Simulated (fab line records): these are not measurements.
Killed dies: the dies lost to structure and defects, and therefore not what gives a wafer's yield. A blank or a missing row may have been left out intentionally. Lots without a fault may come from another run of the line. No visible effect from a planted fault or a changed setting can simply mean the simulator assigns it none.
Chamber matching || flow berkeleyCmos170 || UCB170_V2_CVD_00 on pecvd-03 has 3 sister chambers
The step deposits SiO2 from TEOS/O2, target thk 2000 nm, time 250 s. 14 wafers are shown with their chamber, then 7 later ones without.

EACH WAFER AND ITS CHAMBER
{"wafer": "L623.2", "chamber": 0, "heaterPowerW (W)": 224}
{"wafer": "L623.3", "chamber": 1, "heaterPowerW (W)": 203}
{"wafer": "L623.4", "chamber": 1, "heaterPowerW (W)": 158}
{"wafer": "L624.1", "chamber": 0, "heaterPowerW (W)": 205}
{"wafer": "L624.2", "chamber": 1, "heaterPowerW (W)": 174}
{"wafer": "L624.3", "chamber": 2, "heaterPowerW (W)": 255}
{"wafer": "L628.1", "chamber": 1, "heaterPowerW (W)": 205}
{"wafer": "L628.2", "chamber": 2, "heaterPowerW (W)": 307}
{"wafer": "L628.6", "chamber": 2, "heaterPowerW (W)": 251}
{"wafer": "L631.2", "chamber": 1, "heaterPowerW (W)": 167}
{"wafer": "L631.3", "chamber": 2, "heaterPowerW (W)": 341}
{"wafer": "L631.4", "chamber": 0, "heaterPowerW (W)": 181}
{"wafer": "L642.1", "chamber": 2, "heaterPowerW (W)": 344}
{"wafer": "L642.2", "chamber": 1, "heaterPowerW (W)": 236}

SIGNATURES, as means of the wafers listed above
{"reading": "heaterPowerW", "chamber 0": 203.33, "chamber 1": 190.50, "chamber 2": 299.60, "scatter within a chamber": 34.8}
Rule: a wafer's distance from a chamber is the root of the sum, over the readings, of the square of ((its reading less the chamber's mean) divided by the reading's scatter). If the next closest chamber is less than 2 further off than the closest, the wafer can't be placed; otherwise it belongs to the closest. The scatter: take each reading less its chamber's mean, square it, sum over the shown wafers, divide by the number of wafers less the number of chambers, and take the root.

WAFERS WHOSE CHAMBER IS MISSING
{"wafer": "L642.3", "heaterPowerW (W)": 240}
{"wafer": "L643.1", "heaterPowerW (W)": 253}
{"wafer": "L643.3", "heaterPowerW (W)": 252}
{"wafer": "L643.5", "heaterPowerW (W)": 332}
{"wafer": "L644.2", "heaterPowerW (W)": 232}
{"wafer": "L644.3", "heaterPowerW (W)": 348}
{"wafer": "L644.4", "heaterPowerW (W)": 178}

WHICH CHAMBER EACH ONE RAN IN
{"wafer": "L642.3", "from the rows above": "can't be placed: 0 or 1 or 2", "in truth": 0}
{"wafer": "L643.1", "from the rows above": "can't be placed: 2 or 0 or 1", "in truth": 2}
{"wafer": "L643.3", "from the rows above": "can't be placed: 2 or 0 or 1", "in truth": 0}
{"wafer": "L643.5", "from the rows above": 2, "in truth": 2}
{"wafer": "L644.2", "from the rows above": "can't be placed: 0 or 1 or 2", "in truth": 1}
{"wafer": "L644.3", "from the rows above": 2, "in truth": 2}
{"wafer": "L644.4", "from the rows above": "can't be placed: 1 or 0", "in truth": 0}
Placed correctly: 2 of 7. Unplaceable from these rows: 5, with the true chamber sitting among the candidates in 5. Placed wrongly: 0.
